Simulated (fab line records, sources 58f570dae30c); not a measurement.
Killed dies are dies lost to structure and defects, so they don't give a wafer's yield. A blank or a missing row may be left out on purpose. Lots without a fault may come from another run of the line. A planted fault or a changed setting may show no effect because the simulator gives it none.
Which tool did it? | flow berkeley_cmos170 | 13 lots, 39 wafers sampled, at 2 steps of a route of 331

WHAT THE GAUGES READ, wafer by wafer
UCB170_CONTACT_THK_MEAS_02.
lot  | measured     | on            | CONTACT_PSG_THK (nm)
L421 | day 8 22:23  | film_metro-02 | 696 697 694
L422 | day 9 09:22  | film_metro-02 | 704 696 688
L423 | day 9 09:43  | film_metro-04 | 711 715 714
L424 | day 9 20:41  | film_metro-03 | 701 700 701
L425 | day 9 20:40  | film_metro-02 | 699 695 699
L426 | day 9 20:40  | film_metro-04 | 694 695 696
L435 | day 11 16:56 | film_metro-02 | 700 703 703
L434 | day 11 18:05 | film_metro-04 | 589 590 585 590 591 585
L437 | day 11 19:53 | film_metro-02 | 711 705 712
L439 | day 12 05:15 | film_metro-02 | 700 698 693
L440 | day 12 05:16 | film_metro-03 | 700 699 696
L441 | day 12 18:58 | film_metro-04 | 706 709 698
L443 | day 13 05:02 | film_metro-04 | 695 699 696

WHICH TOOL RAN EACH LOT (tool, then ch and the chambers of the sampled wafers, then the start)
lot  | UCB170_CONTACT_CVD_01
L421 | lpcvd-01 ch 0, day 8 20:37
L422 | lpcvd-02 ch 0, day 9 07:35
L423 | lpcvd-01 ch 0, day 9 07:55
L424 | lpcvd-02 ch 0, day 9 18:53
L425 | lpcvd-02 ch 1, day 9 18:53
L426 | lpcvd-02 ch 1, day 9 18:53
L435 | lpcvd-01 ch 1, day 11 15:08
L434 | lpcvd-02 ch 1, day 11 16:18
L437 | lpcvd-02 ch 0, day 11 18:05
L439 | lpcvd-01 ch 0, day 12 03:28
L440 | lpcvd-01 ch 0, day 12 03:28
L441 | lpcvd-01 ch 1, day 12 17:10
L443 | lpcvd-01 ch 1, day 13 03:13
- UCB170_CONTACT_CVD_01: deposits PSG from SiH4/O2/PH3, target thk 700 nm, time 2820 s.

WHAT THE TOOLS THEMSELVES READ (means of the sampled wafers that have a number; where no wafer has one, the mark that the record gives instead)
UCB170_CONTACT_CVD_01.
lot  | tool     | sih4_flow_sccm (sccm) | spike_tc_centre_C (C) | zone_power_centre_pct (%)
L421 | lpcvd-01 | 60.41                 | 452.3                 | 21.4
L422 | lpcvd-02 | 60.08                 | 453.0                 | 21.5
L423 | lpcvd-01 | 59.92                 | 452.0                 | 21.5
L424 | lpcvd-02 | 60.09                 | 452.1                 | 21.2
L425 | lpcvd-02 | 59.95                 | 451.9                 | 21.2
L426 | lpcvd-02 | 60.15                 | 452.8                 | 21.1
L435 | lpcvd-01 | 59.93                 | 450.7                 | 17.9
L434 | lpcvd-02 | 29.96                 | 452.1                 | 21.2
L437 | lpcvd-02 | 59.94                 | 451.8                 | 21.3
L439 | lpcvd-01 | 60.07                 | 452.3                 | 21.5
L440 | lpcvd-01 | 59.97                 | 452.5                 | 21.4
L441 | lpcvd-01 | 60.02                 | 451.1                 | 17.7
L443 | lpcvd-01 | 59.88                 | 450.7                 | 17.7

THE ANSWER, worked out from the rows above alone
Rule: what is usual is taken from the lots themselves. Put in order of their means at a reading, lots are off if they are a third of the lots or fewer, leave a main group of 4 or more, and stand apart from it by a gap of 3 or more times the standard deviation of the main group's means; of several such gaps the widest counts. A main group whose means are all the same, to the digits that the tables above print for the reading, isn't used. A lot without any number at a reading at which 4 lots or more have one is off too. The other lots that the step has rows for count as sound. The gauges are gone through in route order, then the tools' own readings, and for those a lot's mean is taken as printed above. The first step at which some lot is off is used, and at that step the reading that is off furthest; a lot without a number counts as furthest.
Off: L434, at UCB170_CONTACT_THK_MEAS_02 (CONTACT_PSG_THK). The main group: mean 700 nm, standard deviation 5.6.
A tool fits if, at a process step before that reading, it ran every lot that is off, and no sound lot after the first of them. The gauges at UCB170_CONTACT_THK_MEAS_02 aren't tried: what is off there is off at UCB170_CONTACT_CVD_01 too, on other tools, and a gauge's error can't cause that. None of those tried fits.

WHAT THE SIMULATOR HAD PUT IN
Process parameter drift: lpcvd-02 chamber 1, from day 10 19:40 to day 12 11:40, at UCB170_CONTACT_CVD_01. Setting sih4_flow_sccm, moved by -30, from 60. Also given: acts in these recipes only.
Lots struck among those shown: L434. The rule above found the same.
